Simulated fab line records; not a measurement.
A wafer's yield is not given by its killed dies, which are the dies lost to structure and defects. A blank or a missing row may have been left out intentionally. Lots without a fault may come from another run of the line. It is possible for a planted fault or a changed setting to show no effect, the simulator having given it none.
Comparing a struck lot with a sound one -- flow rit-cmos -- 14 out of 202 route steps
Sound: these wafers, L611.2, L611.3, L611.4. Wafers L614.2, L614.3, L614.6 were the ones struck. The cause is named last.
Each step with rows lists, per side, the tool, then ch with its chambers, then its first start. Under that, the readings that differ: sound wafers -- struck wafers -- difference of the means -- sigmas: that difference in standard deviations of wafers without a fault.
alike: words and numbers the same on both sides, and readings whose means are apart by under 2 such deviations; not compared: readings that were withheld, readings missing a value for some wafer, numbers with overlapping values and no deviation given by the record, and bounds like >300 which may hide the same value.
Wherever a step has rows on one side only, a row that says differs or no value, or a row with sigmas, the two part there. When numbers do not overlap yet have no deviation, they are printed without sigmas and do not part them. A reading missing from all wafers of one side parts the sides only when that side holds two or more wafers.

first, 1 step without rows for these wafers: RIT_PLDD_IMPLANT_08.
RIT_PLDD_STRIP_09: strips in O2, time 180 s.
  sound on plasma-asher-02 ch 0,1, day 4 15:36; struck on plasma-asher-02 ch 0,1, day 5 06:24
  alike: chamber-pressure-mTorr, drypump-motor-current-A
  not compared: rf-hours-counter-h
RIT_PLDD_TW_MEAS_10:
  sound on film-metro-01 at day 4 15:47; struck on film-metro-02 at day 5 06:35
  alike: PLDD_TW
then, 4 steps without rows for these wafers: RIT_SPACER_CLEAN_00 (cleans in SC1, time 600 s); RIT_SPACER_CLEAN_01 (cleans in dHF, time 30 s); RIT_SPACER_CLEAN_02 (cleans in SC2, time 600 s); RIT_SPACER_CVD_03 (deposits Si3N4 from SiH2Cl2/NH3, target thk 250 nm, time 3300 s).
RIT_SPACER_THK_MEAS_04:
  sound on film-metro-02 at day 4 18:42; struck on film-metro-02 at day 5 08:56
reading,sound,struck,difference,sigmas
SPACER_NITRIDE_THK (nm),245.8 245.6 247.5,250.9 251.8 251.8,+5.2,+2
RIT_SPACER_ETCHBACK_05: etches Si3N4 in SF6/CHF3, stops on SiO2, target depth 250 nm, time 246.9 s.
  sound on rie-diel-03 ch 0,1,2, day 4 18:45; struck on rie-diel-01 ch 1,3, day 5 08:59
reading,sound,struck,difference,sigmas
oes-product-au (a.u.),0.819 0.832 0.817,0.842 0.859 0.863,+0.032,+2
  alike: chamber-pressure-mTorr, drypump-motor-current-A, throttle-valve-pct
  not compared: rf-hours-counter-h
then, 3 steps without rows for these wafers: RIT_NSD_HMDS_00 (prime time 60 s); RIT_NSD_COAT_01 (resist thk 1000 nm); RIT_NSD_SOFTBAKE_02 (time 60 s).
RIT_NSD_EXPOSE_03: exposes mask M9, target cd 40700 nm.
  sound on iline-stepper-01 ch 0, day 4 19:22; struck on iline-stepper-02, day 5 09:37
  no value came back on the struck wafers for exposure-dose-mJ-cm2, focus-offset-nm (nm), stage-vel-mm-s (mm/s); on the sound wafers exposure-dose-mJ-cm2 reads 249.82 249.55 249.73
  alike: mask
next, for these wafers, 1 step has no rows: RIT_NSD_PEB_04.

== WHERE THEY PART ==
Earliest at RIT_SPACER_THK_MEAS_04; latest, in this record, at RIT_NSD_EXPOSE_03.

WHY: what had been put in by the simulator
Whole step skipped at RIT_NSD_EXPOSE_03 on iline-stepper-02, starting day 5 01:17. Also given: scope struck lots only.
